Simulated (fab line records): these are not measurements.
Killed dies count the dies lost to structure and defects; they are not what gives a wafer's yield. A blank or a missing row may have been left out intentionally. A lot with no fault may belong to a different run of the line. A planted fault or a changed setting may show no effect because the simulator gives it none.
Chamber matching :: flow berkeley cmos170 :: rie diel-01 running UCB170_PWELL_ETCH_14: 4 sister chambers
The step etches Si3N4 in CH3F/Ar/O2, stops on SiO2, target depth 242 nm, time 151 s. 8 wafers are shown with their chamber, then 9 later ones without.

== EACH WAFER AND ITS CHAMBER ==
wafer: L080.6
chamber: 2
drypump motor current A (A): 5.4
throttle valve pct (%): 8.28

wafer: L084.5
chamber: 3
drypump motor current A (A): 6.2
throttle valve pct (%): 8.09

wafer: L084.6
chamber: 0
drypump motor current A (A): 6.1
throttle valve pct (%): 7.94

wafer: L086.2
chamber: 0
drypump motor current A (A): 6.2
throttle valve pct (%): 7.91

wafer: L086.6
chamber: 2
drypump motor current A (A): 5.4
throttle valve pct (%): 8.26

wafer: L088.3
chamber: 3
drypump motor current A (A): 6.2
throttle valve pct (%): 8.08

wafer: L088.4
chamber: 1
drypump motor current A (A): 5.2
throttle valve pct (%): 7.88

wafer: L088.5
chamber: 1
drypump motor current A (A): 5.2
throttle valve pct (%): 7.88

== WAFERS WHOSE CHAMBER IS MISSING ==
wafer: L091.2
drypump motor current A (A): 5.4
throttle valve pct (%): 8.26

wafer: L091.3
drypump motor current A (A): 6.2
throttle valve pct (%): 7.92

wafer: L091.5
drypump motor current A (A): 5.2
throttle valve pct (%): 7.88

wafer: L095.1
drypump motor current A (A): 5.4
throttle valve pct (%): 8.26

wafer: L095.3
drypump motor current A (A): 6.2
throttle valve pct (%): 7.92

wafer: L095.4
drypump motor current A (A): 5.2
throttle valve pct (%): 7.89

wafer: L096.3
drypump motor current A (A): 6.2
throttle valve pct (%): 7.92

wafer: L096.4
drypump motor current A (A): 5.2
throttle valve pct (%): 7.88

wafer: L096.5
drypump motor current A (A): 5.2
throttle valve pct (%): 7.89

== EACH ONE'S CHAMBER ==
wafer: L091.2
from the rows above: 2
in truth: 2

wafer: L091.3
from the rows above: 0
in truth: 0

wafer: L091.5
from the rows above: 1
in truth: 1

wafer: L095.1
from the rows above: 2
in truth: 2

wafer: L095.3
from the rows above: 0
in truth: 0

wafer: L095.4
from the rows above: 1
in truth: 1

wafer: L096.3
from the rows above: 0
in truth: 0

wafer: L096.4
from the rows above: 1
in truth: 1

wafer: L096.5
from the rows above: 1
in truth: 1
Correct placement for 9 of the 9. From these rows, 0 cannot be placed. Placed wrongly: 0.
How it was worked out, from the rows above alone: a wafer's distance from a chamber is the root of the sum, over the readings, of the square of ((its reading less the chamber's mean) divided by the reading's scatter). The wafer belongs to the nearest chamber; if the next one is less than 2 further off, it can't be placed. A chamber's mean is the mean of its shown wafers. The scatter: take each reading less its chamber's mean, square it, sum over the shown wafers, divide by the number of wafers less the number of chambers, and take the root.
